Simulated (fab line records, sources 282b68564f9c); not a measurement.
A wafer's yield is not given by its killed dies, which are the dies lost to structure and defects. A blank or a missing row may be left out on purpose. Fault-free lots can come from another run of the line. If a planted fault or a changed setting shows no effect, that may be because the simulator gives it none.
Which tool did it? / flow rit-cmos / 6 lots, 18 wafers sampled, at 4 steps of a route of 202

== WHAT EACH GAUGE READ, for each wafer ==
RIT_CONTACT_CD_MEAS_08 targets a cd of 1000 nm.
lot=L577; measured=day 3 10:44; on=cd-sem-01; cd-nm (nm)=998.9 1001.0 998.9
lot=L579; measured=day 3 22:49; on=cd-sem-01; cd-nm (nm)=1002.3 1001.7 999.6
lot=L581; measured=day 4 06:45; on=cd-sem-02; cd-nm (nm)=1001.5 1000.4 1000.4
lot=L585; measured=day 5 07:54; on=cd-sem-01; cd-nm (nm)=998.6 1001.1 999.3
lot=L587; measured=day 5 13:01; on=cd-sem-02; cd-nm (nm)=1001.6 1000.7 1002.1
lot=L592; measured=day 6 15:29; on=cd-sem-01; cd-nm (nm)=1007.4 1016.0 1028.6

== EACH LOT AND THE TOOL THAT RAN IT (in order: tool; ch and the chambers of the sampled wafers; start) ==
lot=L577; RIT_NRETRO_STRIP_09=plasma-asher-01 ch 0,1, day 2 12:06; RIT_SILICIDE_RTA_06=rtp-anneal-01 ch 0, day 3 09:27; RIT_CONTACT_EXPOSE_05=iline-stepper-01 ch 0, day 3 10:05
lot=L579; RIT_NRETRO_STRIP_09=plasma-asher-01 ch 0,1, day 2 22:27; RIT_SILICIDE_RTA_06=rtp-anneal-01 ch 0, day 3 21:35; RIT_CONTACT_EXPOSE_05=iline-stepper-01 ch 0, day 3 22:17
lot=L581; RIT_NRETRO_STRIP_09=plasma-asher-03 ch 0,1, day 3 07:30; RIT_SILICIDE_RTA_06=rtp-anneal-01 ch 0, day 4 05:29; RIT_CONTACT_EXPOSE_05=iline-stepper-01 ch 0, day 4 06:07
lot=L585; RIT_NRETRO_STRIP_09=plasma-asher-01 ch 0,1, day 4 07:42; RIT_SILICIDE_RTA_06=rtp-anneal-01 ch 0, day 5 06:31; RIT_CONTACT_EXPOSE_05=iline-stepper-02 ch 0, day 5 07:16
lot=L587; RIT_NRETRO_STRIP_09=plasma-asher-01 ch 0,1, day 4 13:25; RIT_SILICIDE_RTA_06=rtp-anneal-01 ch 0, day 5 11:41; RIT_CONTACT_EXPOSE_05=iline-stepper-01 ch 0, day 5 12:31
lot=L592; RIT_NRETRO_STRIP_09=plasma-asher-04 ch 0,1, day 5 15:19; RIT_SILICIDE_RTA_06=rtp-anneal-02 ch 0, day 6 14:20; RIT_CONTACT_EXPOSE_05=iline-stepper-01 ch 0, day 6 14:58
- RIT_NRETRO_STRIP_09: strips in O2, time 180 s.
- RIT_SILICIDE_RTA_06: time 10 s, ramp up 5 s, ramp down 10 s.
- RIT_CONTACT_EXPOSE_05: exposes mask M11, target cd 1000 nm.

== THE ANSWER, worked out from the rows above alone ==
Rule: the lots themselves supply what counts as usual. The widest of any qualifying gaps counts: lots, ordered by their means at a reading, are off when they make up no more than a third of the lots, leave a main group of 4 or more, and stand apart from it by 3 or more times the standard deviation of that group's means. A main group is skipped when, at the precision printed for the reading in the tables above, its means are all equal. A lot without any number at a reading at which 4 lots or more have one is off too. Where the step has rows for the other lots, those lots are counted as sound.
Off at RIT_CONTACT_CD_MEAS_08 (cd-nm): L592. Mean 1000.5 nm and standard deviation 0.77 in the main group.
If a tool, at a process step before that reading, ran all the lots that are off and no sound lot after the first of them, it fits. Those tools and the gauges at RIT_CONTACT_CD_MEAS_08 are tried in the same way. Can't be told from this: 4 tools fit, plasma-asher-04 at RIT_NRETRO_STRIP_09, rtp-anneal-02 at RIT_SILICIDE_RTA_06, iline-stepper-01 at RIT_CONTACT_EXPOSE_05, cd-sem-01 at RIT_CONTACT_CD_MEAS_08.

== WHAT THE SIMULATOR HAD INSERTED ==
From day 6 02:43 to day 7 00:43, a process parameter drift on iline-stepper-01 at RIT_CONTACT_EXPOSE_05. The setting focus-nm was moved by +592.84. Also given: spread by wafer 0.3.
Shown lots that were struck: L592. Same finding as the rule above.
